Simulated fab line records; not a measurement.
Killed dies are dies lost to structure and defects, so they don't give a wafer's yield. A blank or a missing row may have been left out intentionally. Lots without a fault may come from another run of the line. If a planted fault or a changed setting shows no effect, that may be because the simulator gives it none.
fab line records / flow rit_cmos
record: lots: 14 wafers: 42 last_day: 7
route steps=202 shown NRETRO@61 M1@202
lots untouched by any fault: they come from a run of this same line in which no faults occurred
start_h: the number of hours between the record's first day and the start of the first shown wafer of the lot / wait_h: hours elapsed since this lot's preceding step / " repeats the value in the row above / L1.1+2: several wafers, shown together as one row / - value missing, or start not given / * or withheld: withheld / < > ~ a bound
route shown NAME@n: a module of which the file shows steps, and the number in the route of the first / usual: mean/standard deviation taken from wafers without a fault / same: alike in all rows / chamber/n: place in a boat / sites: each site's reading / _std_site: the standard deviation of these / _edge_site: outer sites' mean less inner sites' / radius_mm: how far each site lies from the wafer's centre / mask NAME#n: copy n / behind: the last tool/chamber to shape the wafer / hold: reason for holding the lot/hours on hold/outcome of the hold / device: names the non-switching transistor (n, p or np) / end of line: the route-end tests of the same wafers / a step given without rows: its recipe and nothing more / killed: dies lost to structure and defects at the first sort, not the wafer's yield / map: per-die view of a wafer (x killed, . not killed, _ where there is no die)
set.NAME: the setting as run; set.NAME@STEP: as run at that earlier step / model.NAME: the simulator's own value behind a step, which no gauge read
the route's steps for a sample of lots (tables are steps, rows are wafers)
services: when a tool's chamber went out of use (start_h, in hours from the record's first day, below 0 if earlier), for how many hours, and the reason
== steps ==
step: RIT_NRETRO_IMPLANT_08
recipe: species: P energy_kev: 71.02 dose_cm2: 1e+13 tilt_deg: 7
usual: dose_ions_cm2: 1.0001e+13/1.1e+10 faraday_current_uA: 31.8/0.71
lot.wafer=L993.1 tool=implanter-03 chamber=0 start_h=30.56 wait_h=0.2 dose_ions_cm2=9.998e+12 faraday_current_uA=32.9
lot.wafer=L993.2 tool=implanter-03 chamber=0 start_h=30.56 wait_h=0.2 dose_ions_cm2=9.981e+12 faraday_current_uA=31.3
lot.wafer=L993.4 tool=implanter-03 chamber=0 start_h=30.56 wait_h=0.2 dose_ions_cm2=1.0009e+13 faraday_current_uA=31.7
lot.wafer=L994.1 tool=implanter-01 chamber=0 start_h=35.76 wait_h=0.2 dose_ions_cm2=1.0005e+13 faraday_current_uA=31.4
lot.wafer=L994.2 tool=implanter-01 chamber=0 start_h=35.76 wait_h=0.2 dose_ions_cm2=1.0008e+13 faraday_current_uA=31.0
lot.wafer=L994.5 tool=implanter-01 chamber=0 start_h=35.76 wait_h=0.2 dose_ions_cm2=1.0002e+13 faraday_current_uA=31.0
lot.wafer=L997.1 tool=implanter-02 chamber=0 start_h=51.31 wait_h=0.2 dose_ions_cm2=1.0002e+13 faraday_current_uA=30.6
lot.wafer=L997.4 tool=implanter-02 chamber=0 start_h=51.31 wait_h=0.2 dose_ions_cm2=1.0015e+13 faraday_current_uA=32.0
lot.wafer=L997.6 tool=implanter-02 chamber=0 start_h=51.31 wait_h=0.2 dose_ions_cm2=1.001e+13 faraday_current_uA=31.5
lot.wafer=L998.1 tool=implanter-02 chamber=0 start_h=58.19 wait_h=0.2 dose_ions_cm2=9.995e+12 faraday_current_uA=31.8
lot.wafer=L998.2 tool=implanter-02 chamber=0 start_h=58.19 wait_h=0.2 dose_ions_cm2=1.0014e+13 faraday_current_uA=32.5
lot.wafer=L998.4 tool=implanter-02 chamber=0 start_h=58.19 wait_h=0.2 dose_ions_cm2=9.987e+12 faraday_current_uA=31.9
lot.wafer=L999.1 tool=implanter-02 chamber=0 start_h=64.46 wait_h=0.2 dose_ions_cm2=9.996e+12 faraday_current_uA=31.0
lot.wafer=L999.3 tool=implanter-02 chamber=0 start_h=64.46 wait_h=0.2 dose_ions_cm2=1.0014e+13 faraday_current_uA=31.6
lot.wafer=L999.5 tool=implanter-02 chamber=0 start_h=64.46 wait_h=0.2 dose_ions_cm2=1.0001e+13 faraday_current_uA=31.0
lot.wafer=L100.1 tool=implanter-01 chamber=0 start_h=68.71 wait_h=0.2 dose_ions_cm2=1.0028e+13 faraday_current_uA=32.1
lot.wafer=L100.3 tool=implanter-01 chamber=0 start_h=68.71 wait_h=0.2 dose_ions_cm2=1.0016e+13 faraday_current_uA=31.2
lot.wafer=L100.4 tool=implanter-01 chamber=0 start_h=68.71 wait_h=0.2 dose_ions_cm2=1.0019e+13 faraday_current_uA=31.7
lot.wafer=L103.1 tool=implanter-02 chamber=0 start_h=82.09 wait_h=0.2 dose_ions_cm2=1.3702e+13 faraday_current_uA=44.6
lot.wafer=L103.2 tool=implanter-02 chamber=0 start_h=82.09 wait_h=0.2 dose_ions_cm2=1.3694e+13 faraday_current_uA=45.5
lot.wafer=L103.5 tool=implanter-02 chamber=0 start_h=82.09 wait_h=0.2 dose_ions_cm2=1.3685e+13 faraday_current_uA=44.7
lot.wafer=L104.1 tool=implanter-02 chamber=0 start_h=86.75 wait_h=0.2 dose_ions_cm2=1.3689e+13 faraday_current_uA=44.3
lot.wafer=L104.3 tool=implanter-02 chamber=0 start_h=86.75 wait_h=0.2 dose_ions_cm2=1.3709e+13 faraday_current_uA=44.5
lot.wafer=L104.6 tool=implanter-02 chamber=0 start_h=86.75 wait_h=0.2 dose_ions_cm2=1.3697e+13 faraday_current_uA=45.3
lot.wafer=L107.3 tool=implanter-01 chamber=0 start_h=102.62 wait_h=0.2 dose_ions_cm2=9.983e+12 faraday_current_uA=30.5
lot.wafer=L107.4 tool=implanter-01 chamber=0 start_h=102.62 wait_h=0.2 dose_ions_cm2=9.996e+12 faraday_current_uA=31.6
lot.wafer=L107.5 tool=implanter-01 chamber=0 start_h=102.62 wait_h=0.2 dose_ions_cm2=1.0006e+13 faraday_current_uA=31.7
lot.wafer=L108.3 tool=implanter-03 chamber=0 start_h=107.82 wait_h=0.2 dose_ions_cm2=9.99e+12 faraday_current_uA=31.5
lot.wafer=L108.4 tool=implanter-03 chamber=0 start_h=107.82 wait_h=0.2 dose_ions_cm2=9.99e+12 faraday_current_uA=31.3
lot.wafer=L108.5 tool=implanter-03 chamber=0 start_h=107.82 wait_h=0.2 dose_ions_cm2=1.0005e+13 faraday_current_uA=31.9
lot.wafer=L109.3 tool=implanter-01 chamber=0 start_h=111.83 wait_h=0.2 dose_ions_cm2=1.0002e+13 faraday_current_uA=31.3
lot.wafer=L109.4 tool=implanter-01 chamber=0 start_h=111.83 wait_h=0.2 dose_ions_cm2=9.996e+12 faraday_current_uA=32.6
lot.wafer=L109.5 tool=implanter-01 chamber=0 start_h=111.83 wait_h=0.2 dose_ions_cm2=1.0008e+13 faraday_current_uA=31.7
lot.wafer=L111.1 tool=implanter-03 chamber=0 start_h=121.81 wait_h=0.2 dose_ions_cm2=1.0004e+13 faraday_current_uA=30.6
lot.wafer=L111.2 tool=implanter-03 chamber=0 start_h=121.81 wait_h=0.2 dose_ions_cm2=9.989e+12 faraday_current_uA=31.2
lot.wafer=L111.6 tool=implanter-03 chamber=0 start_h=121.81 wait_h=0.2 dose_ions_cm2=1.001e+13 faraday_current_uA=31.1
lot.wafer=L112.1 tool=implanter-03 chamber=0 start_h=126.56 wait_h=0.2 dose_ions_cm2=1.0001e+13 faraday_current_uA=32.3
lot.wafer=L112.5 tool=implanter-03 chamber=0 start_h=126.56 wait_h=0.2 dose_ions_cm2=1.0008e+13 faraday_current_uA=31.0
lot.wafer=L112.6 tool=implanter-03 chamber=0 start_h=126.56 wait_h=0.2 dose_ions_cm2=9.993e+12 faraday_current_uA=32.4
lot.wafer=L113.1 tool=implanter-01 chamber=0 start_h=131.47 wait_h=0.2 dose_ions_cm2=9.99e+12 faraday_current_uA=31.9
lot.wafer=L113.3 tool=implanter-01 chamber=0 start_h=131.47 wait_h=0.2 dose_ions_cm2=9.997e+12 faraday_current_uA=31.4
lot.wafer=L113.6 tool=implanter-01 chamber=0 start_h=131.47 wait_h=0.2 dose_ions_cm2=9.997e+12 faraday_current_uA=31.1
step: RIT_NRETRO_TW_MEAS_10
usual: NRETRO_TW: 1057/8.7
lot.wafer=L993.1 tool=film_metro-02 chamber=- start_h=30.88 wait_h=0.1 NRETRO_TW=1049
lot.wafer=L993.2 tool=film_metro-02 chamber=- start_h=30.88 wait_h=0.1 NRETRO_TW=1056
lot.wafer=L993.4 tool=film_metro-02 chamber=- start_h=30.88 wait_h=0.1 NRETRO_TW=1052
lot.wafer=L994.1 tool=film_metro-02 chamber=- start_h=36.09 wait_h=0.1 NRETRO_TW=1052
lot.wafer=L994.2 tool=film_metro-02 chamber=- start_h=36.09 wait_h=0.1 NRETRO_TW=1051
lot.wafer=L994.5 tool=film_metro-02 chamber=- start_h=36.09 wait_h=0.1 NRETRO_TW=1055
lot.wafer=L997.1 tool=film_metro-02 chamber=- start_h=51.64 wait_h=0.1 NRETRO_TW=1054
lot.wafer=L997.4 tool=film_metro-02 chamber=- start_h=51.64 wait_h=0.1 NRETRO_TW=1051
lot.wafer=L997.6 tool=film_metro-02 chamber=- start_h=51.64 wait_h=0.1 NRETRO_TW=1050
lot.wafer=L998.1 tool=film_metro-04 chamber=- start_h=58.52 wait_h=0.1 NRETRO_TW=1065
lot.wafer=L998.2 tool=film_metro-04 chamber=- start_h=58.52 wait_h=0.1 NRETRO_TW=1062
lot.wafer=L998.4 tool=film_metro-04 chamber=- start_h=58.52 wait_h=0.1 NRETRO_TW=1061
lot.wafer=L999.1 tool=film_metro-04 chamber=- start_h=64.78 wait_h=0.1 NRETRO_TW=1066
lot.wafer=L999.3 tool=film_metro-04 chamber=- start_h=64.78 wait_h=0.1 NRETRO_TW=1062
lot.wafer=L999.5 tool=film_metro-04 chamber=- start_h=64.78 wait_h=0.1 NRETRO_TW=1060
lot.wafer=L100.1 tool=film_metro-01 chamber=- start_h=69.03 wait_h=0.1 NRETRO_TW=1043
lot.wafer=L100.3 tool=film_metro-01 chamber=- start_h=69.03 wait_h=0.1 NRETRO_TW=1042
lot.wafer=L100.4 tool=film_metro-01 chamber=- start_h=69.03 wait_h=0.1 NRETRO_TW=1043
lot.wafer=L103.1 tool=film_metro-04 chamber=- start_h=82.42 wait_h=0.1 NRETRO_TW=1186
lot.wafer=L103.2 tool=film_metro-04 chamber=- start_h=82.42 wait_h=0.1 NRETRO_TW=1187
lot.wafer=L103.5 tool=film_metro-04 chamber=- start_h=82.42 wait_h=0.1 NRETRO_TW=1187
lot.wafer=L104.1 tool=film_metro-01 chamber=- start_h=87.08 wait_h=0.1 NRETRO_TW=1156
lot.wafer=L104.3 tool=film_metro-01 chamber=- start_h=87.08 wait_h=0.1 NRETRO_TW=1156
lot.wafer=L104.6 tool=film_metro-01 chamber=- start_h=87.08 wait_h=0.1 NRETRO_TW=1160
lot.wafer=L107.3 tool=film_metro-04 chamber=- start_h=102.91 wait_h=0.1 NRETRO_TW=1061
lot.wafer=L107.4 tool=film_metro-04 chamber=- start_h=102.91 wait_h=0.1 NRETRO_TW=1070
lot.wafer=L107.5 tool=film_metro-04 chamber=- start_h=102.91 wait_h=0.1 NRETRO_TW=1061
lot.wafer=L108.3 tool=film_metro-04 chamber=- start_h=108.12 wait_h=0.1 NRETRO_TW=1058
lot.wafer=L108.4 tool=film_metro-04 chamber=- start_h=108.12 wait_h=0.1 NRETRO_TW=1063
lot.wafer=L108.5 tool=film_metro-04 chamber=- start_h=108.12 wait_h=0.1 NRETRO_TW=1064
lot.wafer=L109.3 tool=film_metro-02 chamber=- start_h=112.12 wait_h=0.1 NRETRO_TW=1056
lot.wafer=L109.4 tool=film_metro-02 chamber=- start_h=112.12 wait_h=0.1 NRETRO_TW=1063
lot.wafer=L109.5 tool=film_metro-02 chamber=- start_h=112.12 wait_h=0.1 NRETRO_TW=1054
lot.wafer=L111.1 tool=film_metro-01 chamber=- start_h=122.13 wait_h=0.1 NRETRO_TW=1045
lot.wafer=L111.2 tool=film_metro-01 chamber=- start_h=122.13 wait_h=0.1 NRETRO_TW=1045
lot.wafer=L111.6 tool=film_metro-01 chamber=- start_h=122.13 wait_h=0.1 NRETRO_TW=1044
lot.wafer=L112.1 tool=film_metro-02 chamber=- start_h=126.89 wait_h=0.1 NRETRO_TW=1049
lot.wafer=L112.5 tool=film_metro-02 chamber=- start_h=126.89 wait_h=0.1 NRETRO_TW=1052
lot.wafer=L112.6 tool=film_metro-02 chamber=- start_h=126.89 wait_h=0.1 NRETRO_TW=1047
lot.wafer=L113.1 tool=film_metro-01 chamber=- start_h=131.80 wait_h=0.1 NRETRO_TW=1048
lot.wafer=L113.3 tool=film_metro-01 chamber=- start_h=131.80 wait_h=0.1 NRETRO_TW=1046
lot.wafer=L113.6 tool=film_metro-01 chamber=- start_h=131.80 wait_h=0.1 NRETRO_TW=1049
step: RIT_M1_PROBE_99
usual: killed_at_contacts: 0.1/0.35 killed_at_front_end: 6.9/2.8 killed_dies: 7.0/2.8 killed_open: 3.4/2 killed_short: 3.5/2.1
same: gross_dies: 264 killed_at_M0_to_M3: 0 killed_at_M4_up: 0 killed_at_back_side: 0 killed_at_other: 0
lot.wafer=L111.1 tool=prober-01 chamber=- start_h=151.92 wait_h=0.1 killed_at_contacts=1 killed_at_front_end=8 killed_dies=9 killed_open=2 killed_short=6
lot.wafer=L111.2 tool=prober-01 chamber=- start_h=151.97 wait_h=0.1 killed_at_contacts=2 killed_at_front_end=7 killed_dies=9 killed_open=3 killed_short=5
lot.wafer=L111.6 tool=prober-01 chamber=- start_h=152.17 wait_h=0.2 killed_at_contacts=0 killed_at_front_end=7 killed_dies=7 killed_open=4 killed_short=3
killed by level:class
L111.1 SPACER:geometric_particle:short=3 GATE:geometric_particle:short=2 FOX2:geometric_particle:short=1 GATE:geometric_particle:open=1 SILICIDE:geometric_particle:open=1 CONTACT:coat_microbubble_printed=1
L111.2 GATE:geometric_particle:short=3 GATE:geometric_particle:open=1 REOX:geometric_particle:open=1 SILICIDE:geometric_particle:open=1 SILICIDE:geometric_particle:short=1 CONTACT:geometric_particle:short=1 CONTACT:coat_microbubble_printed=1
L111.6 GATE:geometric_particle:open=2 GATE:geometric_particle:short=2 FOX2:geometric_particle:open=1 SPACER:geometric_particle:open=1 SPACER:geometric_particle:short=1
== services ==
tool=implanter-03 chamber=- start_h=20.40 hours=0.9 kind=repair
tool=implanter-03 chamber=- start_h=88.29 hours=0.5 kind=repair
tool=implanter-03 chamber=- start_h=128.69 hours=2.9 kind=repair
== key ==
first_sign: step: RIT_NRETRO_IMPLANT_08 reading: dose_ions_cm2 direction: up sigmas: 99+ usual: 1.0001e+13 struck: 1.3696e+13
effect: step: RIT_NRETRO_IMPLANT_08 reading: faraday_current_uA direction: up sigmas: 18 usual: 31.8 struck: 44.8
effect: step: RIT_NRETRO_TW_MEAS_10 reading: NRETRO_TW direction: up sigmas: 13 usual: 1057 struck: 1172
met_at RIT_NRETRO_IMPLANT_08
struck_lots L103,L104
tester_left_out L103,L104
onset_between 64.46 82.09
fault: kind: process_parameter_drift tool: implanter-02 chamber: - onset_h: 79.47 steps: RIT_NRETRO_IMPLANT_08 channel: dose_cm2 offset: 3.7e+12 shape: step end_h: 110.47 acts_in: these_recipes_only stated: 1e+13
tester_left_out: of these lots the tester's yield and bins aren't shown, on N5 and GAA mostly nor the transistor test; their killed dies are dies lost to structure and defects alone, not to doping, threshold or leakage, so they don't give the yield
